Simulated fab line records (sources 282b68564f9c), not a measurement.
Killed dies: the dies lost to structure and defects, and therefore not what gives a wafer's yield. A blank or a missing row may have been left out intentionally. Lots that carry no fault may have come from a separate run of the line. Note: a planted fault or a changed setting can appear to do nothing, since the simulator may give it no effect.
fab line records -- flow rit_cmos
record lots=7, wafers=21, last_day=6
route steps=202 shown PWELL@42 WELLDRIVE@50 NWELL@51 NRETRO@53 PRETRO@64 GATE@75 M1@202
lots with no fault: from the same line, run without faults
start_h: hours from the record's first day to the start of the lot's first wafer shown -- wait_h: how many hours have passed since the lot's step before this one -- " as in the row above -- L1.1+2: several wafers, shown together as one row -- - no value, or no start was given -- * or withheld: withheld -- < > ~ a bound
route shown NAME@n: a module of which the file shows steps, and the number in the route of the first -- usual: the fault-free wafers' mean and standard deviation -- same: alike in all rows -- chamber/n: place in a boat -- sites: readings site by site -- _std_site: standard deviation of those values -- _edge_site: outer sites' mean less inner sites' -- radius_mm: for every site, how far away it sits from the centre of the wafer -- mask NAME#n: copy n -- behind: tool/chamber where the wafer was last shaped -- hold: reason for holding the lot/hours on hold/outcome of the hold -- device: transistor that didn't switch, given as n, p or np -- end of line: at the end of the route, the tests of the same wafers -- a step with no rows: only its recipe -- killed: dies that structure and defects cost at the first sort, which is not the same as the wafer's yield -- map: a wafer's dies, x killed, . not, _ none there
set.NAME: the setting as run; set.NAME@STEP: as run at that earlier step -- model.NAME: the simulator's own value behind a step, which no gauge read
lots at some steps of the route; a table a step, a row a wafer
services: from which hour (start_h, from the record's first day; less than 0 if before it) a tool's chamber was out of use, for how many hours, and why
## steps
# step RIT_PWELL_EXPOSE_03
# recipe mask_id=M3, na=0.57, target_cd_nm=43700, dose_mj=250
# step RIT_PWELL_PEB_04
# recipe resist=NOVOLAK, temp_c=withheld, time_s=withheld
# step RIT_PWELL_DEVELOP_05
# recipe resist=NOVOLAK, develop_time_s=68, dev_temp_c=23
# step RIT_PWELL_OVL_MEAS_06
# usual PWELL_OVL=-0.5/1.2
lot.wafer,tool,chamber,start_h,wait_h,PWELL_OVL[nm]
L613.2,overlay-02,-,24.12,-,1.1
L613.3,overlay-02,-,24.12,-,1.0
L613.6,overlay-02,-,24.12,-,1.4
L621.1,overlay-02,-,63.52,-,0.4
L621.3,overlay-02,-,63.52,-,-0.5
L621.6,overlay-02,-,63.52,-,0.4
L626.1,overlay-02,-,89.34,-,0.6
L626.3,overlay-02,-,89.34,-,-1.5
L626.6,overlay-02,-,89.34,-,0.0
L627.2,overlay-01,-,95.62,-,-0.3
L627.3,overlay-01,-,95.62,-,-0.5
L627.4,overlay-01,-,95.62,-,1.3
L628.2,overlay-02,-,98.43,-,-2.0
L628.3,overlay-02,-,98.43,-,-1.2
L628.6,overlay-02,-,98.43,-,-0.9
L630.1,overlay-02,-,109.73,-,-2.0
L630.2,overlay-02,-,109.73,-,-1.5
L630.4,overlay-02,-,109.73,-,-2.4
L631.1,overlay-02,-,116.39,-,-1.6
L631.4,overlay-02,-,116.39,-,-0.5
L631.6,overlay-02,-,116.39,-,-0.7
# step RIT_PWELL_HARDBAKE_07
# recipe resist=NOVOLAK, temp_c=140, time_s=120
# step RIT_PWELL_IMPLANT_08
# recipe species=B, energy_kev=170, dose_cm2=7e+13, tilt_deg=7
# step RIT_PWELL_STRIP_09
# recipe chemistry=O2, time_s=180, resist=NOVOLAK, platen_temp_c=withheld, power_w=500, pressure_mtorr=4000, o2_flow_sccm=4000
# usual drypump_motor_current_A=5.45/0.14, rf_refl_power_W=6.6/1.3
lot.wafer,tool,chamber,start_h,wait_h,drypump_motor_current_A,rf_hours_counter_h,rf_refl_power_W
L613.2,plasma_asher-03,1,24.55,0.1,5.31,38,8.5
L613.3,plasma_asher-03,0,24.55,0.1,5.55,-,4.6
L613.6,plasma_asher-03,1,24.55,0.1,5.33,-,8.3
L621.1,plasma_asher-03,0,63.96,0.1,5.53,43,5.0
L621.3,plasma_asher-03,0,63.96,0.1,5.53,-,4.9
L621.6,plasma_asher-03,0,63.96,0.1,5.55,-,5.0
L626.1,plasma_asher-03,1,89.78,0.1,5.28,45,8.3
L626.3,plasma_asher-03,1,89.78,0.1,5.30,-,8.3
L626.6,plasma_asher-03,1,89.78,0.1,5.29,-,8.4
L627.2,plasma_asher-04,1,96.05,0.1,5.76,31,5.5
L627.3,plasma_asher-04,0,96.05,0.1,5.25,-,4.6
L627.4,plasma_asher-04,1,96.05,0.1,5.75,-,5.7
L628.2,plasma_asher-03,0,98.86,0.1,5.55,46,5.0
L628.3,plasma_asher-03,0,98.86,0.1,5.55,-,4.9
L628.6,plasma_asher-03,1,98.86,0.1,5.34,-,8.4
L630.1,plasma_asher-04,1,110.29,0.1,5.71,32,5.4
L630.2,plasma_asher-04,0,110.29,0.1,5.30,32,4.9
L630.4,plasma_asher-04,0,110.29,0.1,5.28,-,4.7
L631.1,plasma_asher-03,1,116.83,0.1,5.34,48,8.0
L631.4,plasma_asher-03,0,116.83,0.1,5.53,-,4.8
L631.6,plasma_asher-03,0,116.83,0.1,5.55,-,4.9
# step RIT_PWELL_TW_MEAS_10
# usual PWELL_TW=951/13
lot.wafer,tool,chamber,start_h,wait_h,PWELL_TW
L613.2,film_metro-02,-,24.73,0.1,964
L613.3,film_metro-02,-,24.73,0.1,960
L613.6,film_metro-02,-,24.73,0.1,964
L621.1,film_metro-04,-,64.13,0.1,932
L621.3,film_metro-04,-,64.13,0.1,935
L621.6,film_metro-04,-,64.13,0.1,933
L626.1,film_metro-02,-,89.95,0.1,954
L626.3,film_metro-02,-,89.95,0.1,957
L626.6,film_metro-02,-,89.95,0.1,958
L627.2,film_metro-04,-,96.24,0.1,932
L627.3,film_metro-04,-,96.24,0.1,927
L627.4,film_metro-04,-,96.24,0.1,931
L628.2,film_metro-03,-,99.05,0.1,966
L628.3,film_metro-03,-,99.05,0.1,962
L628.6,film_metro-03,-,99.05,0.1,965
L630.1,film_metro-04,-,110.46,0.1,929
L630.2,film_metro-04,-,110.46,0.1,937
L630.4,film_metro-04,-,110.46,0.1,927
L631.1,film_metro-02,-,117.00,0.1,970
L631.4,film_metro-02,-,117.00,0.1,969
L631.6,film_metro-02,-,117.00,0.1,960
# step RIT_WELLDRIVE_ANNEAL_00
# recipe temp_c=1100, time_s=14700, ambient=N2
# step RIT_WELLDRIVE_RS_MEAS_01
# recipe thk_meas_gauge=four-point-probe
# usual NWELL_RS=275.7/0.64
lot.wafer,tool,chamber,start_h,wait_h,NWELL_RS[ohm/sq]
L613.2,film_metro-02,-,29.89,0.0,276.5
L613.3,film_metro-02,-,29.89,0.0,276.1
L613.6,film_metro-02,-,29.89,0.0,277.3
L621.1,film_metro-02,-,70.09,0.0,276.4
L621.3,film_metro-02,-,70.09,0.0,276.2
L621.6,film_metro-02,-,70.09,0.0,275.8
L626.1,film_metro-02,-,95.12,0.0,276.3
L626.3,film_metro-02,-,95.12,0.0,275.9
L626.6,film_metro-02,-,95.12,0.0,276.2
L627.2,film_metro-04,-,101.39,0.0,275.5
L627.3,film_metro-04,-,101.39,0.0,275.2
L627.4,film_metro-04,-,101.39,0.0,276.1
L628.2,film_metro-03,-,104.20,0.0,275.7
L628.3,film_metro-03,-,104.20,0.0,275.8
L628.6,film_metro-03,-,104.20,0.0,276.5
L630.1,film_metro-02,-,115.61,0.0,275.3
L630.2,film_metro-02,-,115.61,0.0,275.0
L630.4,film_metro-02,-,115.61,0.0,275.0
L631.1,film_metro-02,-,122.15,0.0,277.2
L631.4,film_metro-02,-,122.15,0.0,276.6
L631.6,film_metro-02,-,122.15,0.0,276.5
# step RIT_WELLDRIVE_RS_MEAS_02
# recipe thk_meas_gauge=four-point-probe
# usual PWELL_RS=429.5/1.1
lot.wafer,tool,chamber,start_h,wait_h,PWELL_RS[ohm/sq]
L613.2,film_metro-02,-,30.01,0.1,429.6
L613.3,film_metro-02,-,30.01,0.1,429.2
L613.6,film_metro-02,-,30.01,0.1,428.8
L621.1,film_metro-02,-,70.21,0.1,426.8
L621.3,film_metro-02,-,70.21,0.1,427.7
L621.6,film_metro-02,-,70.21,0.1,429.6
L626.1,film_metro-02,-,95.24,0.1,428.8
L626.3,film_metro-02,-,95.24,0.1,429.4
L626.6,film_metro-02,-,95.24,0.1,428.3
L627.2,film_metro-04,-,101.51,0.1,429.8
L627.3,film_metro-04,-,101.51,0.1,429.1
L627.4,film_metro-04,-,101.51,0.1,430.9
L628.2,film_metro-03,-,104.32,0.1,430.7
L628.3,film_metro-03,-,104.32,0.1,429.3
L628.6,film_metro-03,-,104.32,0.1,430.5
L630.1,film_metro-02,-,115.73,0.1,430.3
L630.2,film_metro-02,-,115.73,0.1,429.8
L630.4,film_metro-02,-,115.73,0.1,429.5
L631.1,film_metro-02,-,122.27,0.1,429.8
L631.4,film_metro-02,-,122.27,0.1,428.7
L631.6,film_metro-02,-,122.27,0.1,429.5
# step RIT_NRETRO_HMDS_00
# recipe prime_time_s=60, prime_temp_c=140
# step RIT_NRETRO_COAT_01
# recipe resist=NOVOLAK, spin_rpm=2000, resist_thk_nm=1300
# usual chill_plate_temp_C=23.00/0.086, dispense_pressure_kPa=53.6/1.4
lot.wafer,tool,chamber,start_h,wait_h,chill_plate_temp_C,dispense_pressure_kPa
L613.2,litho_track-01,0,30.28,0.1,22.86,55.6
L613.3,litho_track-01,0,30.28,0.1,22.89,55.6
L613.6,litho_track-01,0,30.28,0.1,22.95,55.5
L621.1,litho_track-02,0,70.48,0.1,23.07,52.7
L621.3,litho_track-02,0,70.48,0.1,23.02,52.7
L621.6,litho_track-02,0,70.48,0.1,22.95,52.7
L626.1,litho_track-03,-,95.51,0.1,-,-
L626.3,litho_track-03,-,95.51,0.1,-,-
L626.6,litho_track-03,-,95.51,0.1,-,-
L627.2,litho_track-02,-,101.79,0.1,-,-
L627.3,litho_track-02,-,101.79,0.1,-,-
L627.4,litho_track-02,-,101.79,0.1,-,-
L628.2,litho_track-02,-,104.60,0.1,-,-
L628.3,litho_track-02,-,104.60,0.1,-,-
L628.6,litho_track-02,-,104.60,0.1,-,-
L630.1,litho_track-03,0,116.00,0.1,23.04,52.4
L630.2,litho_track-03,0,116.00,0.1,23.06,52.4
L630.4,litho_track-03,0,116.00,0.1,23.07,52.4
L631.1,litho_track-03,0,122.54,0.1,22.96,52.3
L631.4,litho_track-03,0,122.54,0.1,22.97,52.3
L631.6,litho_track-03,0,122.54,0.1,23.07,52.4
# step RIT_NRETRO_SOFTBAKE_02
# recipe resist=NOVOLAK, temp_c=89.6, time_s=60
# step RIT_NRETRO_EXPOSE_03
# recipe mask_id=M4, na=0.57, target_cd_nm=43900, dose_mj=250
# step RIT_NRETRO_PEB_04
# recipe resist=NOVOLAK, temp_c=withheld, time_s=withheld
# step RIT_NRETRO_DEVELOP_05
# recipe resist=NOVOLAK, develop_time_s=68, dev_temp_c=23
# step RIT_NRETRO_OVL_MEAS_06
# usual NRETRO_OVL=-0.6/1.2
lot.wafer,tool,chamber,start_h,wait_h,NRETRO_OVL[nm]
L613.2,overlay-02,-,31.12,-,-2.2
L613.3,overlay-02,-,31.12,-,-1.4
L613.6,overlay-02,-,31.12,-,1.0
L621.1,overlay-02,-,71.34,-,-1.0
L621.3,overlay-02,-,71.34,-,-1.5
L621.6,overlay-02,-,71.34,-,-1.2
L626.1,overlay-01,-,96.36,-,-
L626.3,overlay-01,-,96.36,-,-
L626.6,overlay-01,-,96.36,-,-
L627.2,overlay-01,-,102.50,-,-
L627.3,overlay-01,-,102.50,-,-
L627.4,overlay-01,-,102.50,-,-
L628.2,overlay-02,-,105.43,-,-
L628.3,overlay-02,-,105.43,-,-
L628.6,overlay-02,-,105.43,-,-
L630.1,overlay-02,-,116.99,-,-3.2
L630.2,overlay-02,-,116.99,-,-0.6
L630.4,overlay-02,-,116.99,-,-0.8
L631.1,overlay-01,-,123.39,-,-0.8
L631.4,overlay-01,-,123.39,-,0.4
L631.6,overlay-01,-,123.39,-,-0.1
# step RIT_NRETRO_HARDBAKE_07
# recipe resist=NOVOLAK, temp_c=140, time_s=120
# step RIT_NRETRO_IMPLANT_08
# recipe species=P, energy_kev=70, dose_cm2=1e+13, tilt_deg=7
# step RIT_NRETRO_STRIP_09
# recipe chemistry=O2, time_s=180, resist=NOVOLAK, platen_temp_c=withheld, power_w=500, pressure_mtorr=4000, o2_flow_sccm=4000
# usual drypump_motor_current_A=5.6/0.33, rf_refl_power_W=6.8/1.3
lot.wafer,tool,chamber,start_h,wait_h,drypump_motor_current_A,rf_hours_counter_h,rf_refl_power_W
L613.2,plasma_asher-01,1,31.55,0.1,5.5,38,7.5
L613.3,plasma_asher-01,0,31.55,0.1,5.4,-,7.2
L613.6,plasma_asher-01,0,31.55,0.1,5.4,-,7.4
L621.1,plasma_asher-02,0,71.77,0.1,6.4,42,7.2
L621.3,plasma_asher-02,1,71.77,0.1,5.4,-,5.6
L621.6,plasma_asher-02,0,71.77,0.1,6.4,-,7.4
L626.1,plasma_asher-03,1,96.80,0.1,5.3,46,8.1
L626.3,plasma_asher-03,0,96.80,0.1,5.5,-,5.2
L626.6,plasma_asher-03,0,96.80,0.1,5.5,-,5.0
L627.2,plasma_asher-03,0,102.93,0.1,5.5,47,4.9
L627.3,plasma_asher-03,0,102.93,0.1,5.5,-,4.8
L627.4,plasma_asher-03,1,102.93,0.1,5.3,-,8.5
L628.2,plasma_asher-03,1,105.86,0.1,5.3,47,8.2
L628.3,plasma_asher-03,1,105.86,0.1,5.3,-,8.2
L628.6,plasma_asher-03,1,105.86,0.1,5.3,-,8.2
L630.1,plasma_asher-03,1,117.49,0.1,5.3,49,8.2
L630.2,plasma_asher-03,0,117.49,0.1,5.5,49,5.0
L630.4,plasma_asher-03,0,117.49,0.1,5.6,-,4.9
L631.1,plasma_asher-02,0,123.83,0.1,6.4,47,7.2
L631.4,plasma_asher-02,0,123.83,0.1,6.4,-,7.5
L631.6,plasma_asher-02,1,123.83,0.1,5.5,-,5.6
# step RIT_NRETRO_TW_MEAS_10
# usual NRETRO_TW=1058/13
lot.wafer,tool,chamber,start_h,wait_h,NRETRO_TW
L613.2,film_metro-03,-,31.73,0.1,1065
L613.3,film_metro-03,-,31.73,0.1,1072
L613.6,film_metro-03,-,31.73,0.1,1065
L621.1,film_metro-04,-,71.95,0.1,1026
L621.3,film_metro-04,-,71.95,0.1,1033
L621.6,film_metro-04,-,71.95,0.1,1029
L626.1,film_metro-01,-,96.97,0.1,1063
L626.3,film_metro-01,-,96.97,0.1,1063
L626.6,film_metro-01,-,96.97,0.1,1067
L627.2,film_metro-03,-,103.11,0.1,1061
L627.3,film_metro-03,-,103.11,0.1,1065
L627.4,film_metro-03,-,103.11,0.1,1061
L628.2,film_metro-04,-,106.05,0.1,1033
L628.3,film_metro-04,-,106.05,0.1,1027
L628.6,film_metro-04,-,106.05,0.1,1023
L630.1,film_metro-04,-,117.67,0.1,1036
L630.2,film_metro-04,-,117.67,0.1,1029
L630.4,film_metro-04,-,117.67,0.1,1030
L631.1,film_metro-03,-,124.00,0.1,1066
L631.4,film_metro-03,-,124.00,0.1,1061
L631.6,film_metro-03,-,124.00,0.1,1059
# step RIT_PRETRO_HMDS_00
# recipe prime_time_s=60, prime_temp_c=140
# step RIT_PRETRO_COAT_01
# recipe resist=NOVOLAK, spin_rpm=2000, resist_thk_nm=1300
# step RIT_PRETRO_SOFTBAKE_02
# recipe resist=NOVOLAK, temp_c=90, time_s=60
# step RIT_PRETRO_EXPOSE_03
# recipe mask_id=M5, na=0.57, target_cd_nm=43700, dose_mj=250
# step RIT_PRETRO_PEB_04
# recipe resist=NOVOLAK, temp_c=withheld, time_s=withheld
# step RIT_PRETRO_DEVELOP_05
# recipe resist=NOVOLAK, develop_time_s=68, dev_temp_c=23
# step RIT_PRETRO_OVL_MEAS_06
# usual PRETRO_OVL=0.3/1.2
lot.wafer,tool,chamber,start_h,wait_h,PRETRO_OVL[nm]
L613.2,overlay-02,-,32.79,-,1.2
L613.3,overlay-02,-,32.79,-,0.4
L613.6,overlay-02,-,32.79,-,1.0
L621.1,overlay-01,-,72.89,-,0.4
L621.3,overlay-01,-,72.89,-,0.0
L621.6,overlay-01,-,72.89,-,0.8
L626.1,overlay-02,-,98.17,-,-2.8
L626.3,overlay-02,-,98.17,-,-0.4
L626.6,overlay-02,-,98.17,-,0.2
L627.2,overlay-01,-,104.18,-,0.3
L627.3,overlay-01,-,104.18,-,1.6
L627.4,overlay-01,-,104.18,-,2.0
L628.2,overlay-01,-,107.11,-,-0.7
L628.3,overlay-01,-,107.11,-,-1.6
L628.6,overlay-01,-,107.11,-,-1.0
L630.1,overlay-02,-,118.74,-,1.9
L630.2,overlay-02,-,118.74,-,0.5
L630.4,overlay-02,-,118.74,-,-0.5
L631.1,overlay-02,-,125.13,-,1.1
L631.4,overlay-02,-,125.13,-,1.2
L631.6,overlay-02,-,125.13,-,1.4
# step RIT_PRETRO_HARDBAKE_07
# recipe resist=NOVOLAK, temp_c=140, time_s=120
# step RIT_PRETRO_IMPLANT_08
# recipe species=B, energy_kev=45.46, dose_cm2=1.2e+13, tilt_deg=7
# step RIT_PRETRO_STRIP_09
# recipe chemistry=O2, time_s=180, resist=NOVOLAK, platen_temp_c=withheld, power_w=500, pressure_mtorr=4000, o2_flow_sccm=4000
# usual drypump_motor_current_A=5.6/0.4, rf_refl_power_W=6.1/1.2
lot.wafer,tool,chamber,start_h,wait_h,drypump_motor_current_A,rf_hours_counter_h,rf_refl_power_W
L613.2,plasma_asher-02,1,33.26,0.1,5.4,38,5.7
L613.3,plasma_asher-02,1,33.26,0.1,5.4,-,5.3
L613.6,plasma_asher-02,1,33.26,0.1,5.5,-,5.6
L621.1,plasma_asher-04,0,73.32,0.1,5.3,28,5.3
L621.3,plasma_asher-04,0,73.32,0.1,5.3,-,4.9
L621.6,plasma_asher-04,0,73.32,0.1,5.3,-,4.9
L626.1,plasma_asher-03,1,98.62,0.1,5.3,46,8.3
L626.3,plasma_asher-03,1,98.62,0.1,5.4,-,8.4
L626.6,plasma_asher-03,0,98.62,0.1,5.6,-,4.9
L627.2,plasma_asher-02,0,104.61,0.1,6.4,45,6.7
L627.3,plasma_asher-02,1,104.61,0.1,5.5,-,5.5
L627.4,plasma_asher-02,0,104.61,0.1,6.4,-,6.9
L628.2,plasma_asher-02,1,107.54,0.1,5.5,45,5.5
L628.3,plasma_asher-02,0,107.54,0.1,6.4,-,6.9
L628.6,plasma_asher-02,1,107.54,0.1,5.4,-,5.5
L630.1,plasma_asher-03,1,119.29,0.1,5.3,49,8.1
L630.2,plasma_asher-03,0,119.29,0.1,5.5,49,5.2
L630.4,plasma_asher-03,1,119.29,0.1,5.3,-,8.4
L631.1,plasma_asher-02,0,125.56,0.1,6.4,48,7.0
L631.4,plasma_asher-02,0,125.56,0.1,6.4,-,7.0
L631.6,plasma_asher-02,1,125.56,0.1,5.5,-,5.6
# step RIT_PRETRO_TW_MEAS_10
# usual PRETRO_TW=479/6.2
lot.wafer,tool,chamber,start_h,wait_h,PRETRO_TW
L613.2,film_metro-01,-,33.45,0.1,488
L613.3,film_metro-01,-,33.45,0.1,485
L613.6,film_metro-01,-,33.45,0.1,487
L621.1,film_metro-04,-,73.50,0.1,468
L621.3,film_metro-04,-,73.50,0.1,467
L621.6,film_metro-04,-,73.50,0.1,467
L626.1,film_metro-02,-,98.79,0.1,1089
L626.3,film_metro-02,-,98.79,0.1,1086
L626.6,film_metro-02,-,98.79,0.1,1089
L627.2,film_metro-01,-,104.79,0.1,1096
L627.3,film_metro-01,-,104.79,0.1,1093
L627.4,film_metro-01,-,104.79,0.1,1090
L628.2,film_metro-01,-,107.72,0.1,1094
L628.3,film_metro-01,-,107.72,0.1,1097
L628.6,film_metro-01,-,107.72,0.1,1089
L630.1,film_metro-01,-,119.47,0.1,482
L630.2,film_metro-01,-,119.47,0.1,482
L630.4,film_metro-01,-,119.47,0.1,482
L631.1,film_metro-02,-,125.74,0.1,481
L631.4,film_metro-02,-,125.74,0.1,479
L631.6,film_metro-02,-,125.74,0.1,482
# step RIT_GATE_WET_ETCH_00
# recipe chemistry=BOE, target=SiO2, target_depth_nm=56, time_s=60, dry=n2_spin, dilution=10:1, temp_c=21.5
# step RIT_M1_PROBE_99
# usual killed_at_M0_to_M3=0.0/0.14, killed_at_front_end=6.6/2.7, killed_dies=6.7/2.7, killed_on_rim=1.8/1.3, killed_open=3.5/1.9, killed_short=3.1/1.8
# same gross_dies=264, killed_at_M4_up=0, killed_at_back_side=0, killed_at_contacts=0, killed_at_other=0
lot.wafer,tool,chamber,start_h,wait_h,killed_at_M0_to_M3,killed_at_front_end,killed_dies,killed_on_rim,killed_open,killed_short
L613.2,prober-01,-,62.04,0.1,0,5,5,2,2,3
L613.3,prober-01,-,62.09,0.2,0,10,10,5,6,4
L613.6,prober-01,-,62.24,0.2,0,7,7,1,6,1
L621.1,prober-01,-,101.52,0.1,0,9,9,2,5,4
L621.3,prober-01,-,101.62,0.2,0,8,8,5,3,5
L621.6,prober-01,-,101.77,0.2,0,6,6,1,4,2
L626.1,prober-02,-,127.64,0.1,1,263,264,70,4,5
L626.3,prober-02,-,127.74,0.2,0,264,264,70,7,6
L626.6,prober-02,-,127.89,0.2,0,264,264,70,7,2
L627.2,prober-02,-,135.79,0.1,0,264,264,70,2,2
L627.3,prober-02,-,135.84,0.2,0,264,264,70,2,1
L627.4,prober-02,-,135.89,0.2,0,264,264,70,6,0
L628.2,prober-01,-,135.79,0.1,0,264,264,70,4,5
L628.3,prober-01,-,135.84,0.2,0,264,264,70,3,3
L628.6,prober-01,-,135.99,0.2,0,264,264,70,7,4
L631.1,prober-01,-,152.21,0.1,0,4,4,1,2,2
L631.4,prober-01,-,152.36,0.2,1,5,6,3,3,3
L631.6,prober-01,-,152.46,0.2,0,6,6,2,3,3
# killed by level:class
L613.2 GATE:geometric_particle:short=2 GATE:geometric_particle:open=1 SPACER:geometric_particle:open=1 SILICIDE:geometric_particle:short=1
L613.3 REOX:geometric_particle:open=3 GATE:geometric_particle:open=2 SILICIDE:geometric_particle:short=2 FOX1:geometric_particle:open=1 FOX1:geometric_particle:short=1 REOX:geometric_particle:short=1
L613.6 GATE:geometric_particle:open=3 GATE:geometric_particle:short=1 REOX:geometric_particle:open=1 SPACER:geometric_particle:open=1 SILICIDE:geometric_particle:open=1
L621.1 SPACER:geometric_particle:open=3 GATE:geometric_particle:short=2 FOX1:geometric_particle:open=1 FOX1:geometric_particle:short=1 REOX:geometric_particle:open=1 SPACER:geometric_particle:short=1
L621.3 GATE:geometric_particle:short=3 REOX:geometric_particle:open=2 FOX1:geometric_particle:short=1 GATE:geometric_particle:open=1 REOX:geometric_particle:short=1
L621.6 GATE:geometric_particle:open=2 FOX1:geometric_particle:short=1 FOX1:geometric_particle:open=1 GATE:geometric_particle:short=1 SILICIDE:geometric_particle:open=1
L626.1 NRETRO:area_expose=255 GATE:geometric_particle:open=3 GATE:geometric_particle:short=2 FOX2:geometric_particle:short=1 SPACER:geometric_particle:open=1 SILICIDE:geometric_particle:short=1 M1:geometric_particle:short=1
L626.3 NRETRO:area_expose=251 GATE:geometric_particle:short=3 SILICIDE:geometric_particle:open=3 GATE:geometric_particle:open=2 REOX:geometric_particle:open=2 REOX:geometric_particle:short=1 SPACER:geometric_particle:short=1 SILICIDE:geometric_particle:short=1
L626.6 NRETRO:area_expose=255 GATE:geometric_particle:open=3 SPACER:geometric_particle:open=3 REOX:geometric_particle:short=2 SILICIDE:geometric_particle:open=1
L627.2 NRETRO:area_expose=260 GATE:geometric_particle:open=1 GATE:geometric_particle:short=1 REOX:geometric_particle:open=1 SPACER:geometric_particle:short=1
L628.2 NRETRO:area_expose=255 SPACER:geometric_particle:open=2 SPACER:geometric_particle:short=2 FOX1:geometric_particle:open=1 FOX2:geometric_particle:open=1 GATE:geometric_particle:short=1 REOX:geometric_particle:short=1 SILICIDE:geometric_particle:short=1
L627.3 NRETRO:area_expose=261 FOX2:geometric_particle:short=1 SPACER:geometric_particle:open=1 SILICIDE:geometric_particle:open=1
L628.3 NRETRO:area_expose=258 FOX1:geometric_particle:short=2 FOX1:geometric_particle:open=1 FOX2:geometric_particle:open=1 GATE:geometric_particle:open=1 SPACER:geometric_particle:short=1
L627.4 NRETRO:area_expose=258 GATE:geometric_particle:open=2 SILICIDE:geometric_particle:open=2 FOX2:geometric_particle:open=1 SPACER:geometric_particle:open=1
L628.6 NRETRO:area_expose=253 FOX1:geometric_particle:short=2 REOX:geometric_particle:open=2 SILICIDE:geometric_particle:open=2 FOX1:geometric_particle:open=1 FOX2:geometric_particle:open=1 SPACER:geometric_particle:open=1 SPACER:geometric_particle:short=1
L631.1 GATE:geometric_particle:open=2 FOX2:geometric_particle:short=1 REOX:geometric_particle:short=1
L631.4 FOX2:geometric_particle:open=1 GATE:geometric_particle:short=1 GATE:geometric_particle:open=1 REOX:geometric_particle:short=1 SILICIDE:geometric_particle:open=1 M1:geometric_particle:short=1
L631.6 GATE:geometric_particle:short=2 SPACER:geometric_particle:open=2 SILICIDE:geometric_particle:short=1 SILICIDE:geometric_particle:open=1
# map L626.1 (x killed, . not)
________xxxxxxx_______
_____xxxxxxxxxxxxx____
____xxxxxxxxxxxxxxx___
___xxxxxxxxxxxxxxxxx__
__xxxxxxxxxxxxxxxxxxx_
__xxxxxxxxxxxxxxxxxxx_
_xxxxxxxxxxxxxxxxxxxxx
_xxxxxxxxxxxxxxxxxxxxx
_xxxxxxxxxxxxxxxxxxxxx
_xxxxxxxxxxxxxxxxxxxxx
__xxxxxxxxxxxxxxxxxxx_
__xxxxxxxxxxxxxxxxxxx_
___xxxxxxxxxxxxxxxxx__
____xxxxxxxxxxxxxxx___
_____xxxxxxxxxxxxx____
________xxxxxxx_______
# map L627.2 (x killed, . not)
________xxxxxxx_______
_____xxxxxxxxxxxxx____
____xxxxxxxxxxxxxxx___
___xxxxxxxxxxxxxxxxx__
__xxxxxxxxxxxxxxxxxxx_
__xxxxxxxxxxxxxxxxxxx_
_xxxxxxxxxxxxxxxxxxxxx
_xxxxxxxxxxxxxxxxxxxxx
_xxxxxxxxxxxxxxxxxxxxx
_xxxxxxxxxxxxxxxxxxxxx
__xxxxxxxxxxxxxxxxxxx_
__xxxxxxxxxxxxxxxxxxx_
___xxxxxxxxxxxxxxxxx__
____xxxxxxxxxxxxxxx___
_____xxxxxxxxxxxxx____
________xxxxxxx_______
## services
tool,chamber,start_h,hours,kind
plasma_asher-01,-,4.56,2.8,pm
plasma_asher-04,-,5.95,1.3,repair
plasma_asher-01,-,105.73,1.2,repair
plasma_asher-01,-,108.75,9.0,pm
plasma_asher-01,0,108.75,9.0,vent_cycle
plasma_asher-01,1,108.75,9.0,vent_cycle
plasma_asher-01,0,117.75,-,clean
plasma_asher-01,1,117.75,-,clean
## key
first_sign step=RIT_NRETRO_COAT_01, reading=tool_record, direction=missing
effect step=RIT_NRETRO_OVL_MEAS_06, reading=NRETRO_OVL, direction=missing
effect step=RIT_PRETRO_TW_MEAS_10, reading=PRETRO_TW, direction=up, sigmas=99+, usual=479, struck=1091
effect step=RIT_M1_PROBE_99, reading=killed_at_front_end, direction=up, sigmas=95, usual=6.6, struck=263.9
more_kills_born_at RIT_NRETRO_EXPOSE_03@iline_stepper-02=1540, RIT_NRETRO_EXPOSE_03@iline_stepper-01=766
met_at RIT_NRETRO_COAT_01
struck_wafers L626.1,L626.3,L626.6,L627.2,L627.3,L627.4,L628.2,L628.3,L628.6
tester_left_out L626,L627,L628
onset_between 70.48 95.51
fault kind=skipped_step_whole, tool=litho_track-02,litho_track-03, chamber=-, onset_h=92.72, steps=RIT_NRETRO_COAT_01, scope=struck_lots_only
# tester_left_out: of these lots the tester's yield and bins aren't shown, on N5 and GAA mostly nor the transistor test; their killed dies are dies lost to structure and defects alone, not to doping, threshold or leakage, so they don't give the yield
